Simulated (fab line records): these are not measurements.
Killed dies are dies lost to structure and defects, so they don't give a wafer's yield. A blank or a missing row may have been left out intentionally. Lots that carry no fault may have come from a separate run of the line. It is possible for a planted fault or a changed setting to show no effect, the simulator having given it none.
Lot-split experiment | flow rit-cmos | 23 wafers read from 5 lots, route of 202 steps

ON THE SPLIT
At RIT_FOX1_OXIDATION_00 (target thk 350.7 nm, ox time 1130 s), the setting ox-time-s was moved away from the recipe's 1130 s on 15 of the 23 wafers read, by -10.7% to +9.9%. This setting was run at the recipe's value on the other wafers.

The reading comes from the split's own step.

THE READING
SiO2_of_FOX1_OXIDATION_00.thk-nm (the simulator's own value, which no gauge read), in nm, at RIT_FOX1_OXIDATION_00 (target thk 350.7 nm, ox time 1130 s). There is no usual value for it anywhere in the file. Across the 8 wafers here that went through the recipe, the average is 358.0 nm and the standard deviation 4 nm.

wafer  | tool, chamber at the split | ox-time-s as run, s | against the recipe | SiO2_of_FOX1_OXIDATION_00.thk-nm, nm | against lot-mates on the recipe
L074.1 | -, -                       | 1021                | -9.6%              | 320.5                                | no lot-mate on the recipe
L074.2 | -, -                       | 1021                | -9.6%              | 323.1                                | no lot-mate on the recipe
L074.3 | -, -                       | 1021                | -9.6%              | 328.7                                | no lot-mate on the recipe
L074.5 | -, -                       | 1021                | -9.6%              | 321.7                                | no lot-mate on the recipe
L074.6 | -, -                       | 1021                | -9.6%              | 327.2                                | no lot-mate on the recipe
L078.1 | -, -                       | 1009                | -10.7%             | 331.3                                | no lot-mate on the recipe
L078.3 | -, -                       | 1009                | -10.7%             | 331.2                                | no lot-mate on the recipe
L078.4 | -, -                       | 1009                | -10.7%             | 332.2                                | no lot-mate on the recipe
L078.5 | -, -                       | 1009                | -10.7%             | 333.4                                | no lot-mate on the recipe
L078.6 | -, -                       | 1009                | -10.7%             | 331.5                                | no lot-mate on the recipe
L079.1 | furnace-02, 0              | 1130                | recipe             | 353.3                                | -
L079.4 | furnace-02, 0              | 1130                | recipe             | 356.7                                | -
L079.5 | furnace-02, 0              | 1130                | recipe             | 355.2                                | -
L082.2 | -, -                       | 1130                | recipe             | 365.5                                | -
L082.3 | -, -                       | 1130                | recipe             | 361.4                                | -
L082.4 | -, -                       | 1130                | recipe             | 352.9                                | -
L082.5 | -, -                       | 1130                | recipe             | 359.9                                | -
L082.6 | -, -                       | 1130                | recipe             | 359.2                                | -
L085.1 | -, -                       | 1242                | +9.9%              | 360.8                                | no lot-mate on the recipe
L085.2 | -, -                       | 1242                | +9.9%              | 362                                  | no lot-mate on the recipe
L085.3 | -, -                       | 1242                | +9.9%              | 359.8                                | no lot-mate on the recipe
L085.4 | -, -                       | 1242                | +9.9%              | 364.8                                | no lot-mate on the recipe
L085.6 | -, -                       | 1242                | +9.9%              | 359.5                                | no lot-mate on the recipe

FIT RESULTS
A straight line over all 23 wafers: SiO2_of_FOX1_OXIDATION_00.thk-nm changes by +1.81 nm for each +1% of ox-time-s; r = +0.88; the points scatter about the line by 7.8 nm.
Too few moved wafers with a lot-mate on the recipe to fit a line net of each lot's own level.

THE FILE'S OWN FIT
SiO2_of_FOX1_OXIDATION_00.thk-nm changes by +1.81 nm for each +1% of ox-time-s, r = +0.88.
